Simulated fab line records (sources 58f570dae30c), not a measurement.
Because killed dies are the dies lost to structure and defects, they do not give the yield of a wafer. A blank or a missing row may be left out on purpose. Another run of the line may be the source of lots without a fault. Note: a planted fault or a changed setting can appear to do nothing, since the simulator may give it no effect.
Lot-split experiment | flow berkeleyCmos170 | 23 wafers read across 5 lots, on a route 331 steps long

## THE SPLIT
At UCB170_ACTIVE_CVD_05 (deposits Si3N4 from SiH2Cl2/NH3, target thk 220 nm, time 3300 s), the setting tempC was moved away from the recipe's 800 C on 20 of the 23 wafers read, by -1.7% to +1.0%. This setting was run at the recipe's value on the other wafers.

## FROM THE SPLIT TO THE READING: what the file shows between them, 4 steps
- UCB170_ACTIVE_THK_MEAS_06
- UCB170_ACTIVE_SOFTBAKE_09: time 60 s (also split here: timeS)
- UCB170_ACTIVE_EXPOSE_10: exposes mask ACTIVE, target cd 1200 nm
- UCB170_ACTIVE_PEB_11

## THE READING
oesProductAu, in a.u., at UCB170_ACTIVE_ETCH_15 (etches Si3N4 in CH3F/Ar/O2, stops on SiO2, target depth 242 nm, time 151 s). Fault-free wafers of this fab line usually give 0.926 a.u., standard deviation 0.014 a.u.

wafer  | tool, chamber at the split | tempC as run, C | against the recipe | oesProductAu, a.u. | against lot-mates on the recipe
L075.1 | -, -                       | 791             | -1.1%              | 0.854              | no lot-mate on the recipe
L075.2 | -, -                       | 791             | -1.1%              | 0.838              | no lot-mate on the recipe
L075.3 | -, -                       | 791             | -1.1%              | 0.831              | no lot-mate on the recipe
L075.4 | -, -                       | 791             | -1.1%              | 0.856              | no lot-mate on the recipe
L075.5 | -, -                       | 791             | -1.1%              | 0.859              | no lot-mate on the recipe
L076.1 | -, -                       | 808.3           | +1.0%              | 0.970              | no lot-mate on the recipe
L076.3 | -, -                       | 808.3           | +1.0%              | 0.979              | no lot-mate on the recipe
L076.4 | -, -                       | 808.3           | +1.0%              | 0.960              | no lot-mate on the recipe
L076.5 | -, -                       | 808.3           | +1.0%              | 0.980              | no lot-mate on the recipe
L076.6 | -, -                       | 808.3           | +1.0%              | 0.973              | no lot-mate on the recipe
L078.1 | lpcvd-01, 0                | 800             | recipe             | 0.906              | -
L078.3 | lpcvd-01, 0                | 800             | recipe             | 0.902              | -
L078.5 | lpcvd-01, 0                | 800             | recipe             | 0.913              | -
L079.1 | -, -                       | 786.8           | -1.7%              | 0.832              | no lot-mate on the recipe
L079.2 | -, -                       | 786.8           | -1.7%              | 0.829              | no lot-mate on the recipe
L079.3 | -, -                       | 786.8           | -1.7%              | 0.808              | no lot-mate on the recipe
L079.5 | -, -                       | 786.8           | -1.7%              | 0.803              | no lot-mate on the recipe
L079.6 | -, -                       | 786.8           | -1.7%              | 0.824              | no lot-mate on the recipe
L082.1 | -, -                       | 806.3           | +0.8%              | 0.972              | no lot-mate on the recipe
L082.2 | -, -                       | 806.3           | +0.8%              | 0.966              | no lot-mate on the recipe
L082.3 | -, -                       | 806.3           | +0.8%              | 0.960              | no lot-mate on the recipe
L082.4 | -, -                       | 806.3           | +0.8%              | 0.973              | no lot-mate on the recipe
L082.6 | -, -                       | 806.3           | +0.8%              | 0.950              | no lot-mate on the recipe

FIT RESULTS
A straight line over all 23 wafers: oesProductAu changes by +0.0582 a.u. for each +1% of tempC; r = +0.99; the points scatter about the line by 0.01 a.u.
Too few moved wafers with a lot-mate on the recipe to fit a line net of each lot's own level.

## THE WHOLE CHAIN: every reading that the file lists as answering this split, in the file's order
step                      | what it does                                                               | reading                                                                       | change (the file's fit)                  | r (the file's)
UCB170_ACTIVE_CVD_05      | deposits Si3N4 from SiH2Cl2/NH3, target thk 220 nm, time 3300 s            | Si3N4_of_ACTIVE_CVD_05.thkNm (the simulator's own value, which no gauge read) | +30.4 nm for each +1% of the setting     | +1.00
UCB170_ACTIVE_THK_MEAS_06 |                                                                            | ACTIVE_NITRIDE_THK                                                            | +30.3 for each +1% of the setting        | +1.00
UCB170_ACTIVE_ETCH_15     | etches Si3N4 in CH3F/Ar/O2, stops on SiO2, target depth 242 nm, time 151 s | oesProductAu                                                                  | +0.0583 a.u. for each +1% of the setting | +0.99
UCB170_ACTIVE_ETCH_15     | etches Si3N4 in CH3F/Ar/O2, stops on SiO2, target depth 242 nm, time 151 s | etch.depthNm (the simulator's own value, which no gauge read)                 | +25.3 nm for each +1% of the setting     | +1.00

## FILE'S OWN FIT
oesProductAu changes by +0.0583 a.u. for each +1% of tempC, r = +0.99.
